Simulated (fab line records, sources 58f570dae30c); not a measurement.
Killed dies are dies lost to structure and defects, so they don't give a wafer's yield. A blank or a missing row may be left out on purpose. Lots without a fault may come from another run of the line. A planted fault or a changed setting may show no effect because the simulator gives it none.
A struck lot beside a sound one | flow berkeley_cmos170 | 43 steps out of a route of 331
Sound: wafers L887.3, L887.4, L887.5. Struck: wafers L899.1, L899.4, L899.6. The cause comes at the end.
At each step with rows: each side's tool, then ch and its chambers, then its first start. Under that, the readings that differ: sound wafers | struck wafers | difference of the means | sigmas: that difference in standard deviations of wafers without a fault.
alike: readings whose means differ by less than 2 such deviations, and words and numbers that are the same on both sides. not compared: withheld readings, readings that some wafer has no value for, bounds like >300 that may hide the same value, and numbers for which the record gives no deviation and whose values overlap.
The two part at a step that has a row with sigmas, a row that says differs or no value, or rows on one side only. Numbers that don't overlap but have no deviation are shown without sigmas and don't part them. A reading that every wafer of one side lacks parts them only if that side has two wafers or more.

UCB170_GATE_STRIP_16: strips in O2.
  sound on plasma_asher-04 ch 0,1, day 8 02:40; struck on plasma_asher-04 ch 0,1, day 10 07:51
  alike: drypump_motor_current_A, o2_flow_sccm, oes_product_au
  not compared: rf_hours_counter_h
UCB170_GATE_CD_MEAS_90: target cd 350 nm.
  sound on cd_sem-01, day 8 02:47; struck on cd_sem-02, day 10 07:57
  alike: cd_nm
then, 7 steps without rows for these wafers: UCB170_GATE_CLEAN_17 (cleans in SPM, time 600 s); UCB170_PLDD_HMDS_00 (prime time 60 s); UCB170_PLDD_COAT_01 (resist thk 900 nm); UCB170_PLDD_SOFTBAKE_02 (time 60 s); UCB170_PLDD_EXPOSE_03 (exposes mask PSELECT, target cd 1200 nm); UCB170_PLDD_PEB_04; UCB170_PLDD_DEVELOP_05 (develop time 45 s).
UCB170_PLDD_CD_MEAS_06: target cd 1200 nm.
  sound on cd_sem-01, day 8 05:06; struck on cd_sem-02, day 10 09:54
  reading    | sound                | struck               | difference | sigmas
  cd_nm (nm) | 1200.2 1198.3 1199.6 | 1201.7 1201.6 1203.0 | +2.7       | +2
UCB170_PLDD_OVL_MEAS_07:
  sound on overlay-02, day 8 05:11; struck on overlay-02, day 10 10:01
  alike: PLDD_OVL
then, 1 step without rows for these wafers: UCB170_PLDD_IMPLANT_08.
UCB170_PLDD_IMPLANT_09:
  sound on implanter-02 ch 0, day 8 05:25; struck on implanter-02 ch 0, day 10 10:12
  reading            | sound                        | struck                        | difference | sigmas
  beam_on_s (s)      | 10.12 10.06 10.04            | 12.47 12.16 12.22             | +2.21      | +12
  dose_ions_cm2      | 5.017e+13 5.007e+13 5.01e+13 | 6.843e+13 6.851e+13 6.854e+13 | +1.838e+13 | +99 or more
  faraday_current_uA | 156.8 157.3 157.8            | 172.7 179.6 178.3             | +19.6      | +7
UCB170_PLDD_STRIP_10: strips in O2.
  sound on plasma_asher-01 ch 0,1, day 8 05:33; struck on plasma_asher-03 ch 0,1, day 10 10:21
  alike: drypump_motor_current_A, o2_flow_sccm, oes_product_au, strip_time_to_endpoint_s
  not compared: rf_hours_counter_h
UCB170_PLDD_TW_MEAS_11:
  sound on film_metro-01, day 8 05:38; struck on film_metro-02, day 10 10:43
  reading | sound        | struck         | difference | sigmas
  PLDD_TW | 1002 999 999 | 1073 1068 1067 | +69        | +10
  not compared: hold
then, 6 steps without rows for these wafers: UCB170_NLDD_HMDS_00 (prime time 60 s); UCB170_NLDD_COAT_01 (resist thk 900 nm); UCB170_NLDD_SOFTBAKE_02 (time 60 s); UCB170_NLDD_EXPOSE_03 (exposes mask NSELECT, target cd 1200 nm); UCB170_NLDD_PEB_04; UCB170_NLDD_DEVELOP_05 (develop time 45 s).
UCB170_NLDD_CD_MEAS_06: target cd 1200 nm.
  sound on cd_sem-02, day 8 07:34; struck on cd_sem-01, day 10 14:32
  reading    | sound                | struck               | difference | sigmas
  cd_nm (nm) | 1202.6 1201.2 1201.5 | 1196.9 1198.7 1198.9 | -3.6       | -3
UCB170_NLDD_OVL_MEAS_07:
  sound on overlay-02, day 8 07:39; struck on overlay-02, day 10 14:40
  alike: NLDD_OVL
then, 2 steps without rows for these wafers: UCB170_NLDD_IMPLANT_08; UCB170_NLDD_IMPLANT_09.
UCB170_NLDD_STRIP_10: strips in O2.
  sound on plasma_asher-02 ch 0,1, day 8 08:01; struck on plasma_asher-01 ch 0,1, day 10 14:59
  alike: drypump_motor_current_A, o2_flow_sccm, oes_product_au, strip_time_to_endpoint_s
  not compared: rf_hours_counter_h
UCB170_NLDD_TW_MEAS_11:
  sound on film_metro-03, day 8 08:05; struck on film_metro-03, day 10 15:05
  alike: NLDD_TW
then, 1 step without rows for these wafers: UCB170_NLDD_CLEAN_12 (cleans in SPM, time 600 s).
UCB170_SPACER_CVD_00: deposits SiO2 from TEOS/O2, target thk 376 nm, time 47 s.
  sound on pecvd-04 ch 1,2, day 8 08:19; struck on pecvd-03 ch 0,1, day 10 15:21
  alike: heater_power_w, rf_fwd_power_W, susceptor_temp_C
UCB170_SPACER_THK_MEAS_01:
  sound on film_metro-04, day 8 08:22; struck on film_metro-03, day 10 15:23
  alike: SPACER_TEOS_THK
then, 1 step without rows for these wafers: UCB170_SPACER_ANNEAL_02 (time 1800 s).
UCB170_SPACER_ETCHBACK_03: etches SiO2 in CHF3/CF4/Ar, stops on Si, target depth 376 nm, time 100 s.
  sound on rie_diel-02 ch 1,2, day 8 11:57; struck on rie_diel-03 ch 1,2,3, day 10 17:36
  alike: CHF3_flow_sccm, drypump_motor_current_A, oes_product_au, rf_fwd_power_W, throttle_valve_pct
  not compared: rf_hours_counter_h
then, 6 steps without rows for these wafers: UCB170_PSD_HMDS_00 (prime time 60 s); UCB170_PSD_COAT_01 (resist thk 900 nm); UCB170_PSD_SOFTBAKE_02 (time 60 s); UCB170_PSD_EXPOSE_03 (exposes mask PSELECT MOD, target cd 1200 nm); UCB170_PSD_PEB_04; UCB170_PSD_DEVELOP_05 (develop time 45 s).
UCB170_PSD_CD_MEAS_06: target cd 1200 nm.
  sound on cd_sem-02, day 8 14:10; struck on cd_sem-02, day 10 18:58
  alike: cd_nm
UCB170_PSD_OVL_MEAS_07:
  sound on overlay-01, day 8 14:15; struck on overlay-02, day 10 19:05
  alike: PSD_OVL
then, 1 step without rows for these wafers: UCB170_PSD_IMPLANT_08.
UCB170_SDANNEAL_RS_MEAS_04: measures by four-point-probe.
  sound on film_metro-02, day 8 18:07; struck on film_metro-02, day 11 01:21
  reading          | sound                | struck            | difference | sigmas
  PLDD_RS (ohm/sq) | 1036.2 1033.0 1036.9 | 902.0 899.8 903.6 | -133.6     | -53
  not compared: hold
UCB170_M3_PROBE_99:
  the record has rows for the sound wafers here (prober-01, day 9 22:08) and none for the struck ones

WHERE THEY PART
First at UCB170_PLDD_CD_MEAS_06; last, within this record, at UCB170_M3_PROBE_99.

WHY: what the simulator had put in
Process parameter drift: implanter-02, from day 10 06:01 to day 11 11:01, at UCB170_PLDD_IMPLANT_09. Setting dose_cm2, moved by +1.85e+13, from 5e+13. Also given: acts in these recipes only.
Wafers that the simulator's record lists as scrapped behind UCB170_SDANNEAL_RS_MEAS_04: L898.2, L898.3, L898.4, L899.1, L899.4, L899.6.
